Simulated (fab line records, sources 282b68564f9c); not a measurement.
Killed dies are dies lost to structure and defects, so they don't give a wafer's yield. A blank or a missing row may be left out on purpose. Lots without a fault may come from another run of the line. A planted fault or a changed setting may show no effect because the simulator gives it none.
Split-lot experiment | flow rit_cmos | 5 lots, 23 wafers read, on a route of 202 steps

THE SPLIT
At RIT_FOX1_OXIDATION_00 (target thk 350.7 nm, ox time 1130 s), the setting ox_time_s was moved away from the recipe's 1130 s on 15 of the 23 wafers read, by -14.9% to +14.2%. The other wafers ran this setting at the recipe's value.

The file shows no step between the split and the reading.

THE READING
FOX1_OXIDE_THK, in nm, at RIT_FOX1_THK_MEAS_01. Fault-free wafers of this fab line usually give 352 nm, standard deviation 7.4 nm.

wafer  | tool, chamber at the split | ox_time_s as run, s | against the recipe | FOX1_OXIDE_THK, nm | against lot-mates on the recipe
L075.1 | -, -                       | 1066                | -5.7%              | 339                | no lot-mate on the recipe
L075.2 | -, -                       | 1066                | -5.7%              | 342                | no lot-mate on the recipe
L075.3 | -, -                       | 1066                | -5.7%              | 337                | no lot-mate on the recipe
L075.5 | -, -                       | 1066                | -5.7%              | 332                | no lot-mate on the recipe
L075.6 | -, -                       | 1066                | -5.7%              | 334                | no lot-mate on the recipe
L077.1 | -, -                       | 961.2               | -14.9%             | 319                | no lot-mate on the recipe
L077.2 | -, -                       | 961.2               | -14.9%             | 321                | no lot-mate on the recipe
L077.3 | -, -                       | 961.2               | -14.9%             | 319                | no lot-mate on the recipe
L077.4 | -, -                       | 961.2               | -14.9%             | 326                | no lot-mate on the recipe
L077.6 | -, -                       | 961.2               | -14.9%             | 321                | no lot-mate on the recipe
L079.1 | -, -                       | 1291                | +14.2%             | 370                | no lot-mate on the recipe
L079.3 | -, -                       | 1291                | +14.2%             | 370                | no lot-mate on the recipe
L079.4 | -, -                       | 1291                | +14.2%             | 374                | no lot-mate on the recipe
L079.5 | -, -                       | 1291                | +14.2%             | 369                | no lot-mate on the recipe
L079.6 | -, -                       | 1291                | +14.2%             | 364                | no lot-mate on the recipe
L082.1 | -, -                       | 1130                | recipe             | 346                | -
L082.2 | -, -                       | 1130                | recipe             | 339                | -
L082.3 | -, -                       | 1130                | recipe             | 345                | -
L082.5 | -, -                       | 1130                | recipe             | 348                | -
L082.6 | -, -                       | 1130                | recipe             | 344                | -
L083.3 | furnace-01, 0              | 1130                | recipe             | 355                | -
L083.5 | furnace-01, 0              | 1130                | recipe             | 342                | -
L083.6 | furnace-01, 0              | 1130                | recipe             | 344                | -

THE FIT
A straight line over all 23 wafers: FOX1_OXIDE_THK changes by +1.65 nm for each +1% of ox_time_s; r = +0.98; the points scatter about the line by 3.8 nm.
Too few moved wafers have a lot-mate on the recipe to fit a line with each lot's own level taken away.

THE WHOLE CHAIN: every reading that the file lists as answering this split, in the file's order
step                  | what it does                        | reading                                                                           | change (the file's fit)              | r (the file's)
RIT_FOX1_OXIDATION_00 | target thk 350.7 nm, ox time 1130 s | SiO2_of_FOX1_OXIDATION_00.thk_nm (the simulator's own value, which no gauge read) | +1.64 nm for each +1% of the setting | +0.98
RIT_FOX1_THK_MEAS_01  |                                     | FOX1_OXIDE_THK                                                                    | +1.64 for each +1% of the setting    | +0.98

THE FILE'S OWN FIT
FOX1_OXIDE_THK changes by +1.64 nm for each +1% of ox_time_s, r = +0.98.
